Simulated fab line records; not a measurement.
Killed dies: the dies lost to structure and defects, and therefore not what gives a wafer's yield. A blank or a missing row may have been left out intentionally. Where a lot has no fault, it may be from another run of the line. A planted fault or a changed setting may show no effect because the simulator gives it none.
Split-lot experiment    flow berkeley_cmos170    5 lots, 23 wafers read, on a route of 331 steps

## THE SPLIT ITSELF
At UCB170_V1_EXPOSE_09 (exposes mask VIA1, target cd 700 nm), the setting dose_mj was moved away from the recipe's 37 on 6 of the 23 wafers read, by -4.4% to +6.0%. All remaining wafers had this setting at the recipe value.

## FROM THE SPLIT TO THE READING: what the file shows between them, 5 steps
- UCB170_V1_PEB_10
- UCB170_V1_DEVELOP_11: develop time 45 s
- UCB170_V1_CD_MEAS_12: target cd 700 nm
- UCB170_V1_ETCH_14: etches SiO2 in CHF3/CF4/Ar, stops on Al, target depth 1250 nm, time 291 s
- UCB170_V1_STRIP_15: strips in O2

## THE READING
At UCB170_V1_CD_MEAS_90: cd_nm in nanometres, against a target cd of 700 nm. On this fab line, fault-free wafers typically give 699.2 nm with a standard deviation of 1.5 nm.

wafer   tool, chamber at the split  dose_mj as run  against the recipe  cd_nm, nm  against lot-mates on the recipe
L074.1  krf_scanner-02, 0           35.37           -4.4%               692.3      -8.3
L074.2  krf_scanner-02, 0           35.37           -4.4%               691.7      -8.9
L074.3  krf_scanner-02, 0           37              recipe              700.4      -
L074.4  krf_scanner-02, 0           35.37           -4.4%               692.2      -8.4
L074.6  krf_scanner-02, 0           37              recipe              700.8      -
L076.2  krf_scanner-02, 0           39.21           +6.0%               707.7      +10.4
L076.3  krf_scanner-02, 0           39.21           +6.0%               707.3      +9.9
L076.4  krf_scanner-02, 0           39.21           +6.0%               707.8      +10.4
L076.5  krf_scanner-02, 0           37              recipe              697.7      -
L076.6  krf_scanner-02, 0           37              recipe              697.0      -
L077.1  krf_scanner-01, 0           37              recipe              700.1      -
L077.2  krf_scanner-01, 0           37              recipe              699.9      -
L077.3  krf_scanner-01, 0           37              recipe              700.1      -
L077.5  krf_scanner-01, 0           37              recipe              700.2      -
L077.6  krf_scanner-01, 0           37              recipe              698.9      -
L079.1  krf_scanner-02, 0           37              recipe              697.4      -
L079.3  krf_scanner-02, 0           37              recipe              696.9      -
L079.6  krf_scanner-02, 0           37              recipe              698.6      -
L080.1  krf_scanner-01, 0           37              recipe              699.1      -
L080.2  krf_scanner-01, 0           37              recipe              698.9      -
L080.3  krf_scanner-01, 0           37              recipe              699.1      -
L080.4  krf_scanner-01, 0           37              recipe              699.3      -
L080.5  krf_scanner-01, 0           37              recipe              699.4      -

FIT RESULTS
A straight line over all 23 wafers: cd_nm changes by +1.49 nm for each +1% of dose_mj; r = +0.97; the points scatter about the line by 1.1 nm.
The same after taking each lot's own level away (the mean of its wafers on the recipe; 23 wafers): +1.8 nm for each +1%; r = +1.00; scatter 0.48 nm.
On that fit, the largest move of dose_mj shifts the reading by 11 nm.
Measured against the standard deviation above, the lots' own levels, which go from 697.35 to 700.60 nm, span 2.2 times it.
Hence the slope depends on the lot-to-lot level, as the two fits are not the same.
Check: with one of the wafers moved furthest among these (+6.0%) left out of the fit, the line predicts +10.7 nm for it against its lot-mates. Against them it came out at +10.4 nm.

## THE WHOLE CHAIN: every reading that the file lists as answering this split, in the file's order
step                  what it does                                                               reading                                                    change (the file's fit)               r (the file's)
UCB170_V1_CD_MEAS_12  target cd 700 nm                                                           cd_nm                                                      +1.75 nm for each +1% of the setting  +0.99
UCB170_V1_ETCH_14     etches SiO2 in CHF3/CF4/Ar, stops on Al, target depth 1250 nm, time 291 s  V1.cd_nm (the simulator's own value, which no gauge read)  +1.75 nm for each +1% of the setting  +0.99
UCB170_V1_CD_MEAS_90  target cd 700 nm                                                           cd_nm                                                      +1.79 nm for each +1% of the setting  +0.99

## FILE'S OWN FIT
cd_nm changes by +1.79 nm for each +1% of dose_mj, r = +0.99.
